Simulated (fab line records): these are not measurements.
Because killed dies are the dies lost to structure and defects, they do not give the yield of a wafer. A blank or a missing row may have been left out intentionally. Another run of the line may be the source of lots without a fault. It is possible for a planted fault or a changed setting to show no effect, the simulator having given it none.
Which tool was responsible?    flow ritCmos    42 wafers from 14 lots sampled at 3 of the route's 202 steps

== WHAT THE GAUGES SHOWED, per wafer ==
RIT_NLDD_TW_MEAS_10.
lot   measured     on            NLDD_TW
L208  day 3 08:50  filmMetro-02  2503 2504 2493
L210  day 3 11:16  filmMetro-04  2482 2466 2470
L209  day 3 11:30  filmMetro-02  2491 2497 2489
L211  day 3 16:11  filmMetro-02  2516 2500 2510
L212  day 4 00:07  filmMetro-03  2523 2519 2509
L213  day 4 00:53  filmMetro-04  2472 2480 2462
L214  day 4 04:36  filmMetro-04  2479 2471 2488
L215  day 4 15:44  filmMetro-03  2503 2510 2509
L217  day 4 18:16  filmMetro-02  2489 2494 2486
L216  day 4 21:19  filmMetro-03  2518 2529 2505
L218  day 5 04:29  filmMetro-04  2771 2755 2762
L219  day 5 10:55  filmMetro-03  2811 2819 2825
L220  day 5 13:23  filmMetro-02  2794 2787 2791
L221  day 5 17:38  filmMetro-04  2773 2763 2772

RIT_SDANNEAL_RS_MEAS_07: a four-point-probe measurement.
lot   measured     on            NLDD_RS (ohm/sq)
L208  day 3 16:50  filmMetro-04  151.7 151.7 151.5
L210  day 3 20:02  filmMetro-04  150.9 151.6 151.1
L209  day 3 19:31  filmMetro-02  151.9 152.0 151.9
L211  day 4 00:39  filmMetro-02  151.1 150.8 151.2
L212  day 4 08:13  filmMetro-02  150.8 151.2 150.8
L213  day 4 08:41  filmMetro-04  151.7 151.6 151.9
L214  day 4 12:22  filmMetro-02  151.4 151.5 151.5
L215  day 4 23:37  filmMetro-02  152.8 152.3 152.9
L217  day 5 02:01  filmMetro-04  151.7 151.1 151.7
L216  day 5 06:09  filmMetro-03  150.7 150.9 150.7
L218  day 5 12:20  filmMetro-03  207.4 207.7 208.1
L219  day 5 19:00  filmMetro-04  208.3 207.9 208.1
L220  day 5 21:15  filmMetro-02  209.9 209.2 209.2
L221  day 6 01:47  filmMetro-04  208.5 208.7 208.1

== WHICH TOOL RAN EACH LOT (tool, then ch and the chambers of the sampled wafers, then the start) ==
lot   RIT_NLDD_IMPLANT_08
L208  implanter-04 ch 0, day 3 08:31
L210  implanter-01 ch 0, day 3 10:58
L209  implanter-04 ch 0, day 3 11:13
L211  implanter-04 ch 0, day 3 15:52
L212  implanter-04 ch 0, day 3 23:47
L213  implanter-04 ch 0, day 4 00:34
L214  implanter-01 ch 0, day 4 04:18
L215  implanter-02 ch 0, day 4 15:23
L217  implanter-04 ch 0, day 4 17:58
L216  implanter-02 ch 0, day 4 20:59
L218  implanter-02 ch 0, day 5 04:09
L219  implanter-01 ch 0, day 5 10:35
L220  implanter-01 ch 0, day 5 13:03
L221  implanter-02 ch 0, day 5 17:20
- RIT_NLDD_IMPLANT_08

== WHAT THE TOOLS THEMSELVES READ (means of the sampled wafers that have a number; where no wafer has one, the mark that the record gives instead) ==
RIT_NLDD_IMPLANT_08.
lot   tool          beamEnergyKeV
L208  implanter-04  19.997
L210  implanter-01  20.000
L209  implanter-04  20.002
L211  implanter-04  19.991
L212  implanter-04  19.999
L213  implanter-04  20.006
L214  implanter-01  19.994
L215  implanter-02  20.006
L217  implanter-04  20.005
L216  implanter-02  20.008
L218  implanter-02  20.000
L219  implanter-01  20.000
L220  implanter-01  20.002
L221  implanter-02  20.000

== THE ANSWER, worked out from the rows above alone ==
Rule: usual is defined by the lots themselves. The widest of any qualifying gaps counts: lots, ordered by their means at a reading, are off when they make up no more than a third of the lots, leave a main group of 4 or more, and stand apart from it by 3 or more times the standard deviation of that group's means. Not used: any main group whose means are identical at the precision the tables above print for the reading. A lot without any number at a reading at which 4 lots or more have one is off too. The other lots that the step has rows for count as sound. The gauges are gone through in route order, then the tools' own readings, and for those a lot's mean is taken as printed above. The first step at which some lot is off is used, and at that step the reading that is off furthest; a lot without a number counts as furthest.
Off: L218, L219, L220, L221, at RIT_NLDD_TW_MEAS_10 (NLDD_TW). Mean 2496 and standard deviation 16 in the main group.
If a tool, at a process step before that reading, ran all the lots that are off and no sound lot after the first of them, it fits. Those tools and the gauges at RIT_NLDD_TW_MEAS_10 are tried in the same way. No candidate that was tried fits.

== WHAT HAD BEEN PUT IN BY THE SIMULATOR ==
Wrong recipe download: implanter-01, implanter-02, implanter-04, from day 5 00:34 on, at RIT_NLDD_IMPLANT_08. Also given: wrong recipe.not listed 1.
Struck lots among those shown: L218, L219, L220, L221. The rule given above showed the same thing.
